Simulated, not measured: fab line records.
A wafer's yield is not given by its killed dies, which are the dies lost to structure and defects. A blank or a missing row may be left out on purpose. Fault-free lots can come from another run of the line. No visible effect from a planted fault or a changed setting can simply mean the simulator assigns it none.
fab line records    flow berkeley-cmos170
record lots=5  wafers=23
route steps=331 shown START@3 NWELL@28 PWELL@39 PVT@116 PLDD@146 NLDD@161 PSD@183 NSD@191 BACKSIDE@199
start-h: hours from the record's opening day to when the first of the lot's shown wafers began    wait-h: how many hours have passed since the lot's step before this one    " same as the row above    L1.1+2: a single row standing in for several wafers    - no value, or no start was given    * or withheld: withheld    < > ~ a bound
route shown NAME@n: a module of which the file shows steps, and the number in the route of the first    usual: average and standard deviation across the fault-free wafers    same: alike in all rows    chamber/n: place in a boat    sites: readings site by site    _std_site: their standard deviation    _edge_site: inner sites' mean taken away from outer sites' mean    radius-mm: for every site, how far away it sits from the centre of the wafer    mask NAME#n: copy n    behind: the tool/chamber that last shaped the wafer    hold: cause of the lot's hold/its duration in hours/its outcome    device: whichever transistor did not switch (one of n, p or np)    end of line: at the end of the route, the tests of the same wafers    for a step that has no rows: nothing shown but its recipe    killed: the dies lost at the first sort to structure and to defects; this is not the yield of the wafer    map: per-die view of a wafer (x killed, . not killed, _ where there is no die)
set.NAME: the setting the step ran with; set.NAME@STEP: the setting that earlier step ran with    model.NAME: the simulator's own value behind a step, which no gauge read
lots whose settings were changed on purpose; a table a step, a row a wafer
## steps
# step UCB170_START_OXIDATION_02
# recipe temp-c=950  ambient=O2  target-thk-a=200  ox-time-s=1800
lot.wafer  tool        chamber  start-h  wait-h  set.ox-time-s  model.SiO2_of_START_OXIDATION_02.thk-nm
L077.1     -           -        -        1.8     1621           18.61
L077.2+5   "           -        "        "       1621           18.95
L077.4     "           -        "        "       1621           18.96
L077.6     "           -        "        "       1621           18.79
L081.1     furnace-03  0        47.56    2.4     1800           19.74
L081.2     "           0        "        "       1800           19.89
L081.6     "           0        "        "       1800           19.12
L082.1     -           -        -        2.2     1595           17.81
L082.2     "           -        "        "       1595           18.09
L082.4     "           -        "        "       1595           17.94
L082.5     "           -        "        "       1595           17.9
L082.6     "           -        "        "       1595           18.08
L084.1     -           -        -        4.1     1800           19.82
L084.3     "           -        "        "       1800           19.6
L084.4     "           -        "        "       1800           19.45
L084.5     "           -        "        "       1800           19.65
L084.6     "           -        "        "       1800           19.43
L085.1     -           -        -        3.0     1800           19.97
L085.2     "           -        "        "       1800           19.85
L085.4     "           -        "        "       1800           19.65
L085.5     "           -        "        "       1800           19.5
L085.6     "           -        "        "       1800           19.71
# step UCB170_NWELL_IMPLANT_14
# recipe species=P  dose-cm2=1e+13  energy-kev=150  tilt-deg=7
lot.wafer       tool          chamber  start-h  wait-h  set.energy-kev  model.implant.rp-nm  model.implant.drp-nm
L077.1+6        implanter-02  0        46.40    0.1     150             185.4                62.72
L077.2+4+5      "             0        "        "       158.3           196.1                65.3
L081.1+2+6      implanter-03  0        64.95    0.1     150             183.5                62.72
L082.1+2        implanter-02  0        74.37    0.1     147             186.3                61.75
L082.4+5+6      "             0        "        "       150             190.2                62.72
L084.1+3+4+5+6  implanter-03  0        84.49    0.1     150             195.3                62.72
L085.1+2+4+5+6  implanter-03  0        84.81    0.1     150             188.4                62.72
# step UCB170_PWELL_CVD_05
# recipe material=Si3N4  target-thk-nm=220  temp-c=800  precursor=SiH2Cl2/NH3  time-s=3300  pressure-mtorr=200  sih2cl2-flow-sccm=25  nh3-flow-sccm=75
lot.wafer  tool      chamber  start-h  wait-h  set.time-s  model.Si3N4_of_PWELL_CVD_05.thk-nm
L077.1     -         -        -        0.9     3150        207.6
L077.2     "         -        "        "       3150        208.4
L077.4     "         -        "        "       3150        207.5
L077.5     "         -        "        "       3150        207.3
L077.6     "         -        "        "       3150        206.8
L081.1     lpcvd-02  1        77.22    0.0     3300        221.4
L081.2     "         1        "        "       3300        219.6
L081.6     "         1        "        "       3300        221.9
L082.1     -         -        -        0.0     3708        245.5
L082.2     "         -        "        "       3708        243.1
L082.4     "         -        "        "       3708        244
L082.5     "         -        "        "       3708        242.5
L082.6     "         -        "        "       3708        243.2
L084.1     -         -        -        0.0     2917        192.9
L084.3     "         -        "        "       2917        190.6
L084.4     "         -        "        "       2917        190.8
L084.5     "         -        "        "       2917        190.2
L084.6     "         -        "        "       2917        191.4
L085.1     -         -        -        0.0     2848        190.7
L085.2+4   "         -        "        "       2848        190.2
L085.5     "         -        "        "       2848        189.1
L085.6     "         -        "        "       2848        191.7
# step UCB170_PWELL_THK_MEAS_06
# recipe reads=Si3N4_of_PWELL_CVD_05
# usual PWELL_NITRIDE_THK=219.0/1.9
lot.wafer  tool           chamber  start-h  wait-h  set.time-s@PWELL_CVD_05  PWELL_NITRIDE_THK[nm]
L077.1     film-metro-01  -        -        -       3150                     207.4
L077.2     "              -        "        "       3150                     208.2
L077.4     "              -        "        "       3150                     207.7
L077.5     "              -        "        "       3150                     207.3
L077.6     "              -        "        "       3150                     206.7
L081.1     film-metro-01  -        79.14    0.0     3300                     221.4
L081.2     "              -        "        "       3300                     219.6
L081.6     "              -        "        "       3300                     222.1
L082.1     film-metro-04  -        -        -       3708                     245.5
L082.2     "              -        "        "       3708                     243.1
L082.4     "              -        "        "       3708                     244.1
L082.5     "              -        "        "       3708                     242.4
L082.6     "              -        "        "       3708                     243.2
L084.1     film-metro-04  -        -        -       2917                     192.8
L084.3     "              -        "        "       2917                     190.6
L084.4     "              -        "        "       2917                     190.9
L084.5     "              -        "        "       2917                     190.2
L084.6     "              -        "        "       2917                     191.4
L085.1     film-metro-01  -        -        -       2848                     190.7
L085.2     "              -        "        "       2848                     190.2
L085.4     "              -        "        "       2848                     190.2
L085.5     "              -        "        "       2848                     189.1
L085.6     "              -        "        "       2848                     191.7
# step UCB170_PWELL_HMDS_07
# recipe prime-time-s=60  prime-temp-c=100
# step UCB170_PWELL_COAT_08
# recipe resist=KrF  spin-rpm=1500  resist-thk-nm=900
# step UCB170_PWELL_DEVELOP_12
# recipe developer=TMAH  develop-time-s=45  resist=KrF  dev-temp-c=21
# step UCB170_PWELL_ETCH_14
# recipe chemistry=CH3F/Ar/O2  target=Si3N4  stop-on=SiO2  CH3F_flow_sccm=20  Ar_flow_sccm=50  O2_flow_sccm=7  pressure-mtorr=50  rf-w=450  target-depth-a=2420  over-etch-frac=0.1  time-s=151
lot.wafer  tool         chamber  start-h  wait-h  set.time-s@PWELL_CVD_05  model.etch.depth-nm
L077.1+2   rie-diel-03  2,3      64.33    0.0     3150                     -
L077.4     "            0        "        "       3150                     207.5
L077.5     "            3        "        "       3150                     207.3
L077.6     "            0        "        "       3150                     206.8
L081.1     rie-diel-04  0        80.08    0.0     3300                     221.4
L081.2     "            3        "        "       3300                     219.6
L081.6     "            3        "        "       3300                     221.9
L082.1     rie-diel-02  0        91.09    0.0     3708                     244.4
L082.2+6   "            3,2      "        "       3708                     238.3
L082.4     "            2        "        "       3708                     239.2
L082.5     "            3        "        "       3708                     240.3
L085.1     rie-diel-03  3        99.25    0.0     2848                     190.7
L085.2+4   "            0,2      "        "       2848                     190.2
L085.5     "            3        "        "       2848                     189.1
L085.6     "            0        "        "       2848                     -
L084.1     rie-diel-02  0        99.49    0.0     2917                     192.9
L084.3     "            2        "        "       2917                     190.6
L084.4     "            3        "        "       2917                     190.8
L084.5+6   "            1,2      "        "       2917                     -
# step UCB170_PVT_COAT_01
# recipe resist=KrF  spin-rpm=1500  resist-thk-nm=900
lot.wafer  tool            chamber  start-h  wait-h  set.resist-thk-nm  model.KrF_of_PVT_COAT_01.thk-nm
L077.1     litho-track-02  0        130.96   0.1     900                897.9
L077.2     "               0        "        "       900                897.6
L077.4     "               0        "        "       941.6              938.2
L077.5     "               0        "        "       941.6              938.3
L077.6     "               0        "        "       900                895.7
L081.1     litho-track-04  0        143.32   0.1     900                904.9
L081.2     "               0        "        "       900                902.1
L081.6     "               0        "        "       900                904.6
L084.1     litho-track-01  0        159.40   0.1     900                899.9
L084.3     "               0        "        "       900                903.8
L084.4     "               0        "        "       900                901.9
L084.5     "               0        "        "       900                899.3
L084.6     "               0        "        "       900                899.1
L085.1     litho-track-04  0        159.72   0.1     900                900.6
L085.2     "               0        "        "       868.2              872.6
L085.4     "               0        "        "       868.2              873.1
L085.5     "               0        "        "       868.2              873
L085.6     "               0        "        "       900                903.7
L082.1+6   litho-track-01  0        160.13   0.1     900                901.2
L082.2     "               0        "        "       867.5              867.5
L082.4     "               0        "        "       900                902.4
L082.5     "               0        "        "       867.5              869.5
# step UCB170_PVT_SOFTBAKE_02
# recipe resist=KrF  temp-c=130  time-s=60
# step UCB170_PVT_EXPOSE_03
# recipe mask-id=NWELL  target-cd-nm=3000  na=0.5  sigma-outer=0.6  source-shape=conventional  dose-mj=30
# step UCB170_PVT_IMPLANT_07
# recipe species=P  dose-cm2=2.044e+12  energy-kev=30  tilt-deg=7
# step UCB170_PVT_STRIP_08
# recipe chemistry=O2  power-w=400  pressure-mtorr=3500  platen-temp-c=withheld  o2-flow-sccm=400  overash-fraction=0.5
# usual strip-time-to-endpoint-s=21.64/0.061
lot.wafer  tool             chamber  start-h  wait-h  set.resist-thk-nm@PVT_COAT_01  strip-time-to-endpoint-s
L077.1     plasma-asher-03  0        132.27   0.1     900                            21.59
L077.2     "                1        "        "       900                            21.57
L077.4     "                1        "        "       941.6                          22.55
L077.5     "                1        "        "       941.6                          22.54
L077.6     "                0        "        "       900                            21.53
L081.1     plasma-asher-02  1        144.33   0.1     900                            21.74
L081.2     "                0        "        "       900                            21.68
L081.6     "                0        "        "       900                            21.73
L084.1     plasma-asher-02  1        161.48   0.1     900                            21.65
L084.3     "                1        "        "       900                            21.71
L084.4     "                0        "        "       900                            21.67
L084.5     "                1        "        "       900                            21.60
L084.6     "                0        "        "       900                            21.61
L085.1     plasma-asher-02  1        161.75   0.1     900                            21.64
L085.2     "                0        "        "       868.2                          20.97
L085.4     "                0        "        "       868.2                          20.99
L085.5     "                0        "        "       868.2                          20.97
L085.6     "                1        "        "       900                            21.70
L082.1     plasma-asher-03  1        161.93   0.1     900                            21.64
L082.2     "                0        "        "       867.5                          20.85
L082.4     "                0        "        "       900                            21.67
L082.5     "                0        "        "       867.5                          20.89
L082.6     "                1        "        "       900                            21.65
# step UCB170_PLDD_COAT_01
# recipe resist=KrF  spin-rpm=1500  resist-thk-nm=900
lot.wafer  tool            chamber  start-h  wait-h  set.resist-thk-nm  model.KrF_of_PLDD_COAT_01.thk-nm
L077.1     litho-track-03  0        144.25   0.1     849                846.4
L077.2     "               0        "        "       900                901
L077.4     "               0        "        "       849                849.3
L077.5     "               0        "        "       849                851.8
L077.6     "               0        "        "       900                899.6
L081.1     litho-track-04  0        156.92   0.1     900                899.5
L081.2     "               0        "        "       900                900.8
L081.6     "               0        "        "       900                901.7
L085.1     litho-track-01  0        177.03   0.1     919.1              926.3
L085.2     "               0        "        "       900                903.7
L085.4     "               0        "        "       919.1              924.4
L085.5     "               0        "        "       900                905.1
L085.6     "               0        "        "       919.1              925.9
L084.1     litho-track-01  0        177.48   0.1     900                902
L084.3     "               0        "        "       900                903.7
L084.4     "               0        "        "       900                900.4
L084.5     "               0        "        "       900                902.5
L084.6     "               0        "        "       900                904.6
L082.1+6   litho-track-04  0        177.58   0.1     900                901.6
L082.2     "               0        "        "       900                900.9
L082.4     "               0        "        "       900                900.2
L082.5     "               0        "        "       900                899.4
# step UCB170_PLDD_IMPLANT_08
# recipe species=BF2  dose-cm2=5e+13  energy-kev=10  tilt-deg=7  rotation-deg=0
lot.wafer       tool          chamber  start-h  wait-h  set.dose-cm2
L077.1+2+4+5+6  implanter-01  0        145.09   0.0     5e+13
L081.1+2+6      implanter-02  0        158.54   0.0     5e+13
L085.1+2+4      implanter-04  0        178.21   0.0     5.201e+13
L085.5+6        "             0        "        "       5e+13
L084.1+4+6      implanter-02  0        178.87   0.0     4.872e+13
L084.3+5        "             0        "        "       5e+13
L082.1+2+6      implanter-04  0        178.93   0.0     5e+13
L082.4+5        "             0        "        "       4.79e+13
# step UCB170_PLDD_IMPLANT_09
# recipe species=BF2  dose-cm2=5e+13  energy-kev=10  tilt-deg=7  rotation-deg=180
# step UCB170_PLDD_STRIP_10
# recipe chemistry=O2  power-w=400  pressure-mtorr=3500  platen-temp-c=withheld  o2-flow-sccm=400  overash-fraction=0.5
# usual strip-time-to-endpoint-s=21.66/0.051
lot.wafer  tool             chamber  start-h  wait-h  set.resist-thk-nm@PLDD_COAT_01  strip-time-to-endpoint-s
L077.1     plasma-asher-02  1        145.39   0.1     849                             20.32
L077.2     "                0        "        "       900                             21.66
L077.4     "                0        "        "       849                             20.41
L077.5     "                0        "        "       849                             20.47
L077.6     "                1        "        "       900                             21.63
L081.1     plasma-asher-03  1        158.84   0.1     900                             21.62
L081.2     "                0        "        "       900                             21.63
L081.6     "                0        "        "       900                             21.67
L085.1     plasma-asher-04  1        178.51   0.1     919.1                           22.25
L085.2     "                0        "        "       900                             21.72
L085.4     "                0        "        "       919.1                           22.21
L085.5     "                1        "        "       900                             21.76
L085.6     "                0        "        "       919.1                           22.25
L084.1     plasma-asher-04  1        179.17   0.1     900                             21.67
L084.3     "                0        "        "       900                             21.73
L084.4     "                1        "        "       900                             21.63
L084.5     "                1        "        "       900                             21.68
L084.6     "                0        "        "       900                             21.73
L082.1     plasma-asher-03  1        179.23   0.1     900                             21.65
L082.2     "                0        "        "       900                             21.63
L082.4     "                0        "        "       900                             21.63
L082.5     "                0        "        "       900                             21.61
L082.6     "                1        "        "       900                             21.67
# step UCB170_NLDD_EXPOSE_03
# recipe mask-id=NSELECT  na=0.5  sigma-outer=0.6  source-shape=conventional  target-cd-nm=1200  dose-mj=30
lot.wafer       tool            chamber  start-h  wait-h  mask       set.dose-mj
L077.1+2+4      krf-scanner-01  0        146.18   0.1     NSELECT#0  30
L077.5+6        "               0        "        "       NSELECT#0  31.49
L081.1+2+6      krf-scanner-02  0        160.63   0.3     NSELECT#0  30
L085.1+2+4+5+6  krf-scanner-02  0        179.45   0.2     NSELECT#0  30
L084.1+6        krf-scanner-02  0        180.08   0.3     NSELECT#0  30
L084.3+4+5      "               0        "        "       NSELECT#0  30.61
L082.1+4        krf-scanner-01  0        180.33   0.3     NSELECT#0  28.43
L082.2+5+6      "               0        "        "       NSELECT#0  30
# step UCB170_NLDD_PEB_04
# recipe peb-temp-c=130  peb-time-s=withheld  resist=KrF
# step UCB170_NLDD_DEVELOP_05
# recipe developer=TMAH  develop-time-s=45  resist=KrF  dev-temp-c=21
# step UCB170_NLDD_CD_MEAS_06
# recipe target-cd-nm=1200
# usual cd-nm=1199.6/1.6
lot.wafer  tool       chamber  start-h  wait-h  set.dose-mj@NLDD_EXPOSE_03  cd-nm
L077.1     cd-sem-01  -        146.57   -       30                          1200.0
L077.2     "          -        "        "       30                          1196.5
L077.4     "          -        "        "       30                          1196.7
L077.5     "          -        "        "       31.49                       1208.2
L077.6     "          -        "        "       31.49                       1207.6
L081.1     cd-sem-02  -        161.94   -       30                          1201.1
L081.2     "          -        "        "       30                          1200.8
L081.6     "          -        "        "       30                          1199.1
L085.1     cd-sem-01  -        179.84   -       30                          1200.1
L085.2     "          -        "        "       30                          1201.3
L085.4     "          -        "        "       30                          1200.4
L085.5     "          -        "        "       30                          1199.7
L085.6     "          -        "        "       30                          1201.0
L084.1     cd-sem-01  -        180.88   -       30                          1197.9
L084.3     "          -        "        "       30.61                       1202.7
L084.4     "          -        "        "       30.61                       1202.7
L084.5     "          -        "        "       30.61                       1201.8
L084.6     "          -        "        "       30                          1198.4
L082.1     cd-sem-02  -        180.96   -       28.43                       1190.4
L082.2     "          -        "        "       30                          1200.9
L082.4     "          -        "        "       28.43                       1191.5
L082.5     "          -        "        "       30                          1200.3
L082.6     "          -        "        "       30                          1201.3
# step UCB170_PSD_IMPLANT_08
# recipe species=B  dose-cm2=3e+15  energy-kev=20  tilt-deg=7
lot.wafer       tool          chamber  start-h  wait-h  set.energy-kev  model.implant.rp-nm  model.implant.drp-nm
L077.1+4+6      implanter-03  0        153.41   0.0     20              65.44                28.34
L077.2+5        "             0        "        "       19.67           64.37                28.01
L081.1+2+6      implanter-01  0        167.70   0.0     20              64.85                28.34
L085.1+2+4+5+6  implanter-03  0        185.66   0.0     20              66.59                28.34
L084.1+3+5      implanter-01  0        185.87   0.0     20              66.6                 28.34
L084.4+6        "             0        "        "       19.41           64.66                27.75
L082.1+4+6      implanter-03  0        186.39   0.0     20              64.71                28.34
L082.2+5        "             0        "        "       18.83           60.96                27.16
# step UCB170_PSD_STRIP_09
# recipe chemistry=O2  power-w=400  pressure-mtorr=3500  platen-temp-c=withheld  o2-flow-sccm=400  overash-fraction=0.5
# usual strip-time-to-endpoint-s=29.41/0.077
lot.wafer  tool             chamber  start-h  wait-h  set.energy-kev@PSD_IMPLANT_08  strip-time-to-endpoint-s
L077.1     plasma-asher-01  1        153.56   0.1     20                             29.36
L077.2     "                0        "        "       19.67                          29.21
L077.4     "                1        "        "       20                             29.40
L077.5     "                0        "        "       19.67                          29.21
L077.6     "                1        "        "       20                             29.30
L081.1     plasma-asher-03  0        167.85   0.1     20                             29.49
L081.2     "                1        "        "       20                             29.52
L081.6     "                1        "        "       20                             29.49
L085.1     plasma-asher-03  0        185.81   0.1     20                             29.43
L085.2     "                1        "        "       20                             29.44
L085.4     "                1        "        "       20                             29.49
L085.5     "                1        "        "       20                             29.40
L085.6     "                0        "        "       20                             29.33
L084.1     plasma-asher-01  1        186.02   0.1     20                             29.35
L084.3     "                0        "        "       20                             29.26
L084.4     "                1        "        "       19.41                          29.02
L084.5     "                0        "        "       20                             29.31
L084.6     "                1        "        "       19.41                          29.06
L082.1     plasma-asher-02  0        186.54   0.1     20                             29.41
L082.2     "                1        "        "       18.83                          28.93
L082.4     "                1        "        "       20                             29.40
L082.5     "                1        "        "       18.83                          28.95
L082.6     "                0        "        "       20                             29.46
# step UCB170_NSD_PEB_04
# recipe peb-temp-c=130  peb-time-s=withheld  resist=KrF
lot.wafer   tool            chamber  start-h  wait-h  set.peb-temp-c
L077.1+2+5  litho-track-03  0        158.39   1.0     132.4
L077.4+6    "               0        "        "       130
L081.1+2+6  litho-track-01  0        169.10   0.1     130
L085.1+2+6  litho-track-02  0        188.79   1.0     130
L085.4+5    "               0        "        "       131.3
L082.1+5    litho-track-01  0        189.12   1.0     133.6
L082.2+4+6  "               0        "        "       130
L084.1+5+6  litho-track-02  0        189.51   1.0     130
L084.3+4    "               0        "        "       132.5
# step UCB170_NSD_DEVELOP_05
# recipe developer=TMAH  develop-time-s=45  resist=KrF  dev-temp-c=21
# step UCB170_NSD_CD_MEAS_06
# recipe target-cd-nm=1200
# usual cd-nm=1201.0/1.5
lot.wafer  tool       chamber  start-h  wait-h  set.peb-temp-c@NSD_PEB_04  cd-nm
L077.1     cd-sem-01  -        158.66   -       132.4                      1213.6
L077.2     "          -        "        "       132.4                      1213.9
L077.4     "          -        "        "       130                        1199.7
L077.5     "          -        "        "       132.4                      1213.7
L077.6     "          -        "        "       130                        1201.0
L081.1     cd-sem-01  -        169.38   -       130                        1203.9
L081.2     "          -        "        "       130                        1204.1
L081.6     "          -        "        "       130                        1203.9
L085.1     cd-sem-01  -        189.06   -       130                        1202.2
L085.2     "          -        "        "       130                        1201.2
L085.4     "          -        "        "       131.3                      1209.9
L085.5     "          -        "        "       131.3                      1210.6
L085.6     "          -        "        "       130                        1202.7
L082.1     cd-sem-02  -        189.40   -       133.6                      1220.0
L082.2     "          -        "        "       130                        1201.6
L082.4     "          -        "        "       130                        1200.5
L082.5     "          -        "        "       133.6                      1221.8
L082.6     "          -        "        "       130                        1199.4
L084.1     cd-sem-02  -        189.79   -       130                        1201.3
L084.3     "          -        "        "       132.5                      1216.9
L084.4     "          -        "        "       132.5                      1216.8
L084.5     "          -        "        "       130                        1203.2
L084.6     "          -        "        "       130                        1203.2
# step UCB170_BACKSIDE_HMDS_00
# recipe prime-time-s=60  prime-temp-c=100
lot.wafer       tool            chamber  start-h  wait-h  set.prime-time-s
L077.1+4+5      litho-track-01  0        160.43   1.0     51.25
L077.2+6        "               0        "        "       60
L081.1+2+6      litho-track-01  0        170.02   0.0     60
L085.1+2        litho-track-03  0        190.10   0.4     60
L085.4+5+6      "               0        "        "       52.34
L082.1+5+6      litho-track-04  0        190.27   0.2     60
L082.2+4        "               0        "        "       63.84
L084.1+3+4+5+6  litho-track-03  0        190.55   0.1     60
# step UCB170_BACKSIDE_COAT_01
# recipe resist=KrF  spin-rpm=1500  resist-thk-nm=900
# step UCB170_BACKSIDE_SOFTBAKE_02
# recipe resist=KrF  temp-c=130  time-s=60
# step UCB170_SDANNEAL_RS_MEAS_04
# recipe thk-meas-gauge=four-point-probe
# usual PLDD_RS=1029.3/2.1
lot.wafer  tool           chamber  start-h  wait-h  set.dose-cm2@PLDD_IMPLANT_08  PLDD_RS[ohm/sq]
L077.1     film-metro-03  -        161.53   0.1     5e+13                         1032.0
L077.2     "              -        "        "       5e+13                         1030.8
L077.4     "              -        "        "       5e+13                         1030.2
L077.5     "              -        "        "       5e+13                         1030.2
L077.6     "              -        "        "       5e+13                         1032.7
L081.1     film-metro-02  -        171.11   0.1     5e+13                         1027.2
L081.2     "              -        "        "       5e+13                         1029.2
L081.6     "              -        "        "       5e+13                         1026.1
L085.1     film-metro-02  -        191.19   0.1     5.201e+13                     1011.0
L085.2     "              -        "        "       5.201e+13                     1011.7
L085.4     "              -        "        "       5.201e+13                     1010.0
L085.5     "              -        "        "       5e+13                         1026.6
L085.6     "              -        "        "       5e+13                         1025.1
L082.1     film-metro-04  -        191.36   0.1     5e+13                         1027.3
L082.2     "              -        "        "       5e+13                         1027.2
L082.4     "              -        "        "       4.79e+13                      1045.7
L082.5     "              -        "        "       4.79e+13                      1044.2
L082.6     "              -        "        "       5e+13                         1028.5
L084.1     film-metro-02  -        191.67   0.1     4.872e+13                     1041.6
L084.3     "              -        "        "       5e+13                         1028.2
L084.4     "              -        "        "       4.872e+13                     1038.2
L084.5     "              -        "        "       5e+13                         1027.2
L084.6     "              -        "        "       4.872e+13                     1037.0
## key
split step=UCB170_START_OXIDATION_02  setting=ox-time-s  stated=1800  by=lot
response step=UCB170_START_OXIDATION_02  reading=model.SiO2_of_START_OXIDATION_02.thk-nm  change=+0.12  per=1%  r=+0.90
split step=UCB170_NWELL_IMPLANT_14  setting=energy-kev  stated=150  by=wafer
response step=UCB170_NWELL_IMPLANT_14  reading=model.implant.rp-nm  change=+1.94  per=1%  r=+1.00
response step=UCB170_NWELL_IMPLANT_14  reading=model.implant.drp-nm  change=+0.468  per=1%  r=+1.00
split step=UCB170_PWELL_CVD_05  setting=time-s  stated=3300  by=lot
response step=UCB170_PWELL_CVD_05  reading=model.Si3N4_of_PWELL_CVD_05.thk-nm  change=+2.12  per=1%  r=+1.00
response step=UCB170_PWELL_THK_MEAS_06  reading=PWELL_NITRIDE_THK  change=+2.12  per=1%  r=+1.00
response step=UCB170_PWELL_ETCH_14  reading=model.etch.depth-nm  change=+1.98  per=1%  r=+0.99
split step=UCB170_PVT_COAT_01  setting=resist-thk-nm  stated=900  by=wafer
response step=UCB170_PVT_COAT_01  reading=model.KrF_of_PVT_COAT_01.thk-nm  change=+8.81  per=1%  r=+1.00
response step=UCB170_PVT_STRIP_08  reading=strip-time-to-endpoint-s  change=*  per=1%  r=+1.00
split step=UCB170_PLDD_COAT_01  setting=resist-thk-nm  stated=900  by=wafer
response step=UCB170_PLDD_COAT_01  reading=model.KrF_of_PLDD_COAT_01.thk-nm  change=+9.13  per=1%  r=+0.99
response step=UCB170_PLDD_STRIP_10  reading=strip-time-to-endpoint-s  change=*  per=1%  r=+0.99
split step=UCB170_PLDD_IMPLANT_08  setting=dose-cm2  stated=5e+13  by=wafer
response step=UCB170_SDANNEAL_RS_MEAS_04  reading=PLDD_RS  change=-4  per=1%  r=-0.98
split step=UCB170_NLDD_EXPOSE_03  setting=dose-mj  stated=30  by=wafer
response step=UCB170_NLDD_CD_MEAS_06  reading=cd-nm  change=+1.97  per=1%  r=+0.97
split step=UCB170_PSD_IMPLANT_08  setting=energy-kev  stated=20  by=wafer
response step=UCB170_PSD_IMPLANT_08  reading=model.implant.rp-nm  change=+0.644  per=1%  r=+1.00
response step=UCB170_PSD_IMPLANT_08  reading=model.implant.drp-nm  change=+0.2  per=1%  r=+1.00
response step=UCB170_PSD_STRIP_09  reading=strip-time-to-endpoint-s  change=*  per=1%  r=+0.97
split step=UCB170_NSD_PEB_04  setting=peb-temp-c  stated=130  by=wafer
response step=UCB170_NSD_CD_MEAS_06  reading=cd-nm  change=+7.41  per=1%  r=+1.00
split step=UCB170_BACKSIDE_HMDS_00  setting=prime-time-s  stated=60  by=wafer
response none clear
